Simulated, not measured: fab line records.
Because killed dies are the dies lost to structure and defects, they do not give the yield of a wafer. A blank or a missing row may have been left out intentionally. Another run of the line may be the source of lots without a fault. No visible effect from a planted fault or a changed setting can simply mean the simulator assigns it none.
fab line records ; flow rit_cmos
record: lots: 7; wafers: 21; last_day: 7
route steps=202 shown ACTIVE@1 M1@202
lots untouched by any fault: they come from a run of this same line in which no faults occurred
start_h: the number of hours between the record's first day and the start of the first shown wafer of the lot ; wait_h: hours from the lot's prior step to this one ; " repeats the value in the row above ; L1.1+2: several wafers, shown together as one row ; - either no value or no given start ; * or withheld: withheld ; < > ~ a bound
route shown NAME@n: a module of which the file shows steps, and the number in the route of the first ; usual: mean/standard deviation taken from wafers without a fault ; same: alike in all rows ; chamber/n: place in a boat ; sites: the reading at each site ; _std_site: standard deviation across them ; _edge_site: inner sites' mean taken away from outer sites' mean ; radius_mm: how far each site lies from the wafer's centre ; mask NAME#n: copy n ; behind: the tool/chamber that last shaped the wafer ; hold: what put the lot on hold/how long, in hours/how the hold closed ; device: which transistor (n, p or np) failed to switch ; end of line: the tests these same wafers got at the end of their route ; a step with no rows: only its recipe ; killed: dies lost to structure and defects at the first sort, not the wafer's yield ; map: dies across one wafer; x = killed, . = not, _ = none there
set.NAME: the setting the step ran with; set.NAME@STEP: the setting that earlier step ran with ; model.NAME: the simulator's own value behind a step, which no gauge read
lots at some steps of the route; a table a step, a row a wafer
== steps ==
step: RIT_ACTIVE_BOW_MEAS_00
recipe: mode: bow
usual: INCOMING_BOW: 0/6.2
lot.wafer;tool;chamber;start_h;wait_h;INCOMING_BOW[um]
L509.1;film_metro-02;-;35.00;-;5
L509.2;film_metro-02;-;35.00;-;-6
L509.6;film_metro-02;-;35.00;-;14
L516.1;film_metro-02;-;70.00;-;-3
L516.4;film_metro-02;-;70.00;-;7
L516.5;film_metro-02;-;70.00;-;-1
L519.2;film_metro-03;-;85.02;-;-3
L519.5;film_metro-03;-;85.02;-;8
L519.6;film_metro-03;-;85.02;-;5
L520.1;film_metro-04;-;90.00;-;-10
L520.2;film_metro-04;-;90.00;-;-3
L520.3;film_metro-04;-;90.00;-;-6
L521.2;film_metro-03;-;95.02;-;-2
L521.5;film_metro-03;-;95.02;-;10
L521.6;film_metro-03;-;95.02;-;1
L522.1;film_metro-02;-;100.00;-;-10
L522.3;film_metro-02;-;100.00;-;-10
L522.5;film_metro-02;-;100.00;-;1
L527.1;film_metro-03;-;125.00;-;3
L527.2;film_metro-03;-;125.00;-;-2
L527.3;film_metro-03;-;125.00;-;6
step: RIT_ACTIVE_OXIDATION_01
recipe: temp_c: 1000; ambient: O2; target_thk_a: 468; ox_time_s: 3360
step: RIT_ACTIVE_THK_MEAS_02
recipe: reads: SiO2_of_ACTIVE_OXIDATION_01
usual: ACTIVE_OXIDE_THK: 47.0/0.8
lot.wafer;tool;chamber;start_h;wait_h;ACTIVE_OXIDE_THK[nm]
L509.1;film_metro-04;-;37.05;0.0;47.1
L509.2;film_metro-04;-;37.05;0.0;47.8
L509.6;film_metro-04;-;37.05;0.0;47.0
L516.1;film_metro-04;-;72.05;0.0;45.9
L516.4;film_metro-04;-;72.05;0.0;46.0
L516.5;film_metro-04;-;72.05;0.0;45.4
L519.2;film_metro-02;-;87.06;0.0;48.2
L519.5;film_metro-02;-;87.06;0.0;48.0
L519.6;film_metro-02;-;87.06;0.0;47.6
L520.1;film_metro-03;-;92.05;0.0;47.6
L520.2;film_metro-03;-;92.05;0.0;47.0
L520.3;film_metro-03;-;92.05;0.0;47.6
L521.2;film_metro-04;-;97.06;0.0;47.8
L521.5;film_metro-04;-;97.06;0.0;47.4
L521.6;film_metro-04;-;97.06;0.0;46.7
L522.1;film_metro-04;-;102.05;0.0;48.4
L522.3;film_metro-04;-;102.05;0.0;47.8
L522.5;film_metro-04;-;102.05;0.0;47.9
L527.1;film_metro-02;-;128.75;0.0;47.6
L527.2;film_metro-02;-;128.75;0.0;47.2
L527.3;film_metro-02;-;128.75;0.0;47.9
step: RIT_ACTIVE_CVD_03
recipe: material: Si3N4; target_thk_nm: 150; temp_c: 810; precursor: SiH2Cl2/NH3; time_s: 1500; pressure_mtorr: 300; sih2cl2_flow_sccm: 59.01; nh3_flow_sccm: 150
step: RIT_ACTIVE_THK_MEAS_04
recipe: reads: Si3N4_of_ACTIVE_CVD_03
usual: ACTIVE_NITRIDE_THK: 149.4/1.1
lot.wafer;tool;chamber;start_h;wait_h;ACTIVE_NITRIDE_THK[nm]
L509.1;film_metro-04;-;38.53;0.0;150.4
L509.2;film_metro-04;-;38.53;0.0;148.8
L509.6;film_metro-04;-;38.53;0.0;150.2
L516.1;film_metro-04;-;73.53;0.0;151.0
L516.4;film_metro-04;-;73.53;0.0;149.7
L516.5;film_metro-04;-;73.53;0.0;148.8
L519.2;film_metro-02;-;88.54;0.0;149.6
L519.5;film_metro-02;-;88.54;0.0;150.7
L519.6;film_metro-02;-;88.54;0.0;150.8
L520.1;film_metro-04;-;93.53;0.0;149.1
L520.2;film_metro-04;-;93.53;0.0;149.0
L520.3;film_metro-04;-;93.53;0.0;148.0
L521.2;film_metro-03;-;98.54;0.0;148.2
L521.5;film_metro-03;-;98.54;0.0;147.9
L521.6;film_metro-03;-;98.54;0.0;149.2
L522.1;film_metro-02;-;103.53;0.0;150.4
L522.3;film_metro-02;-;103.53;0.0;149.1
L522.5;film_metro-02;-;103.53;0.0;150.3
L527.1;film_metro-02;-;130.23;0.0;150.5
L527.2;film_metro-02;-;130.23;0.0;151.1
L527.3;film_metro-02;-;130.23;0.0;150.5
step: RIT_ACTIVE_HMDS_05
recipe: prime_time_s: 60; prime_temp_c: 140
step: RIT_ACTIVE_COAT_06
recipe: resist: NOVOLAK; spin_rpm: 3250; resist_thk_nm: 1007
step: RIT_ACTIVE_SOFTBAKE_07
recipe: resist: NOVOLAK; temp_c: 90; time_s: 60
step: RIT_ACTIVE_EXPOSE_08
recipe: mask_id: M1; na: 0.6; source_shape: conventional; sigma_outer: 0.6; target_cd_nm: 1400; dose_mj: 225
step: RIT_ACTIVE_PEB_09
recipe: resist: NOVOLAK; temp_c: withheld; time_s: withheld
step: RIT_ACTIVE_DEVELOP_10
recipe: resist: NOVOLAK; develop_time_s: 50; dev_temp_c: 23
usual: developer_temp_C: 23.01/0.095
lot.wafer;tool;chamber;start_h;wait_h;developer_temp_C
L509.1;litho_track-03;0;39;-;23.06
L509.2;litho_track-03;0;39;-;22.89
L509.6;litho_track-03;0;39;-;23.04
L516.1;litho_track-02;0;74;-;22.97
L516.4;litho_track-02;0;74;-;23.02
L516.5;litho_track-02;0;74;-;22.89
L519.2;litho_track-04;0;89;-;22.89
L519.5;litho_track-04;0;89;-;23.03
L519.6;litho_track-04;0;89;-;23.01
L520.1;litho_track-02;0;94;-;25.35
L520.2;litho_track-02;0;94;-;25.33
L520.3;litho_track-02;0;94;-;25.27
L521.2;litho_track-02;0;99;-;25.30
L521.5;litho_track-02;0;99;-;25.37
L521.6;litho_track-02;0;99;-;25.35
L522.1;litho_track-02;0;104;-;25.25
L522.3;litho_track-02;0;104;-;25.16
L522.5;litho_track-02;0;104;-;25.24
L527.1;litho_track-04;0;131;-;22.98
L527.2;litho_track-04;0;131;-;22.99
L527.3;litho_track-04;0;131;-;22.89
step: RIT_ACTIVE_CD_MEAS_11
recipe: target_cd_nm: 1400
usual: cd_nm: 1400.4/2.3
lot.wafer;tool;chamber;start_h;wait_h;cd_nm
L509.1;cd_sem-01;-;39.44;-;1404.0
L509.2;cd_sem-01;-;39.44;-;1402.5
L509.6;cd_sem-01;-;39.44;-;1404.0
L516.1;cd_sem-02;-;74.44;-;1406.1
L516.4;cd_sem-02;-;74.44;-;1406.3
L516.5;cd_sem-02;-;74.44;-;1403.9
L519.2;cd_sem-01;-;89.46;-;1400.1
L519.5;cd_sem-01;-;89.46;-;1400.8
L519.6;cd_sem-01;-;89.46;-;1401.9
L520.1;cd_sem-02;-;94.44;-;1406.6
L520.2;cd_sem-02;-;94.44;-;1405.3
L520.3;cd_sem-02;-;94.44;-;1403.8
L521.2;cd_sem-02;-;99.58;-;1407.1
L521.5;cd_sem-02;-;99.58;-;1404.7
L521.6;cd_sem-02;-;99.58;-;1408.9
L522.1;cd_sem-01;-;104.56;-;1408.5
L522.3;cd_sem-01;-;104.56;-;1409.5
L522.5;cd_sem-01;-;104.56;-;1408.8
L527.1;cd_sem-02;-;131.26;-;1400.9
L527.2;cd_sem-02;-;131.26;-;1400.9
L527.3;cd_sem-02;-;131.26;-;1402.7
step: RIT_ACTIVE_HARDBAKE_12
recipe: resist: NOVOLAK; temp_c: 140; time_s: 60
step: RIT_M1_PROBE_99
usual: killed_at_contacts: 0.1/0.25; killed_at_front_end: 7.1/2.9; killed_dies: 7.2/2.9; killed_open: 3.6/1.9; killed_short: 3.5/1.9
same: gross_dies: 264; killed_at_M0_to_M3: 0; killed_at_M4_up: 0; killed_at_back_side: 0; killed_at_other: 0
lot.wafer;tool;chamber;start_h;wait_h;killed_at_contacts;killed_at_front_end;killed_dies;killed_open;killed_short
L509.1;prober-01;-;83.67;0.1;0;7;7;3;4
L509.2;prober-01;-;83.72;0.1;0;5;5;3;2
L509.6;prober-01;-;83.92;0.2;0;4;4;2;2
L516.1;prober-01;-;117.56;0.1;0;7;7;4;3
L516.4;prober-01;-;117.71;0.2;0;4;4;2;2
L516.5;prober-01;-;117.76;0.2;0;5;5;4;1
L520.1;prober-01;-;138.00;0.1;0;9;9;2;7
L520.2;prober-01;-;138.05;0.1;0;4;4;3;1
L520.3;prober-01;-;138.10;0.2;0;2;2;1;1
L519.2;prober-02;-;138.05;0.1;0;7;7;3;4
L519.5;prober-02;-;138.20;0.2;0;3;3;1;2
L519.6;prober-02;-;138.25;0.2;1;10;11;4;7
L521.2;prober-02;-;143.07;0.1;0;7;7;3;4
L521.5;prober-02;-;143.22;0.2;0;2;2;2;0
L521.6;prober-02;-;143.27;0.2;0;9;9;4;5
killed by level:class
L509.1 FOX2:geometric_particle:short=2 GATE:geometric_particle:open=2 GATE:geometric_particle:short=1 SPACER:geometric_particle:short=1 SILICIDE:geometric_particle:open=1
L509.2 FOX2:geometric_particle:open=1 FOX2:geometric_particle:short=1 GATE:geometric_particle:short=1 REOX:geometric_particle:open=1 SILICIDE:geometric_particle:open=1
L509.6 FOX1:geometric_particle:short=1 GATE:geometric_particle:open=1 REOX:geometric_particle:short=1 SPACER:geometric_particle:open=1
L516.1 FOX2:geometric_particle:short=2 GATE:geometric_particle:open=2 GATE:geometric_particle:short=1 REOX:geometric_particle:open=1 SILICIDE:geometric_particle:open=1
L516.4 SILICIDE:geometric_particle:open=2 REOX:geometric_particle:short=1 SPACER:geometric_particle:short=1
L516.5 SILICIDE:geometric_particle:open=2 FOX2:geometric_particle:open=1 GATE:geometric_particle:open=1 GATE:geometric_particle:short=1
L520.1 SPACER:geometric_particle:short=3 FOX1:geometric_particle:open=2 FOX2:geometric_particle:short=2 GATE:geometric_particle:short=2
L519.2 GATE:geometric_particle:short=3 GATE:geometric_particle:open=2 FOX2:geometric_particle:open=1 REOX:geometric_particle:short=1
L520.2 GATE:geometric_particle:open=2 SPACER:geometric_particle:open=1 SPACER:geometric_particle:short=1
L520.3 GATE:geometric_particle:open=1 SPACER:geometric_particle:short=1
L519.5 GATE:geometric_particle:open=1 REOX:geometric_particle:short=1 SPACER:geometric_particle:short=1
L519.6 GATE:geometric_particle:open=2 REOX:geometric_particle:short=2 REOX:geometric_particle:open=2 SPACER:geometric_particle:short=2 GATE:geometric_particle:short=1 SILICIDE:geometric_particle:short=1 CONTACT:geometric_particle:short=1
L521.2 GATE:geometric_particle:open=2 GATE:geometric_particle:short=2 FOX2:geometric_particle:short=1 SPACER:geometric_particle:short=1 SILICIDE:geometric_particle:open=1
L521.5 FOX1:geometric_particle:open=1 REOX:geometric_particle:open=1
L521.6 SILICIDE:geometric_particle:short=3 FOX2:geometric_particle:short=2 REOX:geometric_particle:open=2 GATE:geometric_particle:open=1 SILICIDE:geometric_particle:open=1
== key ==
first_sign: step: RIT_ACTIVE_DEVELOP_10; reading: developer_temp_C; direction: up; sigmas: 24; usual: *; struck: *
effect: step: RIT_ACTIVE_CD_MEAS_11; reading: cd_nm; direction: up; sigmas: 2.8; usual: 1400.4; struck: 1407.0; through: control_loop
met_at RIT_ACTIVE_DEVELOP_10
struck_wafers L520.1,L520.2,L520.3,L521.2,L521.5,L521.6,L522.1,L522.3,L522.5
tester_left_out L520,L521,L522
loop_trim: step: RIT_ACTIVE_EXPOSE_08; setting: dose; lots: L522
onset_between 74 94
fault: kind: process_parameter_drift; tool: litho_track-02; chamber: -; onset_h: 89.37; steps: RIT_ACTIVE_DEVELOP_10; channel: dev_temp_c; offset: *; shape: step; end_h: 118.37; acts_in: *; stated: *
tester_left_out: of these lots the tester's yield and bins aren't shown, on N5 and GAA mostly nor the transistor test; their killed dies are dies lost to structure and defects alone, not to doping, threshold or leakage, so they don't give the yield
loop_trim: a control loop set the setting to another value than it would have without faults
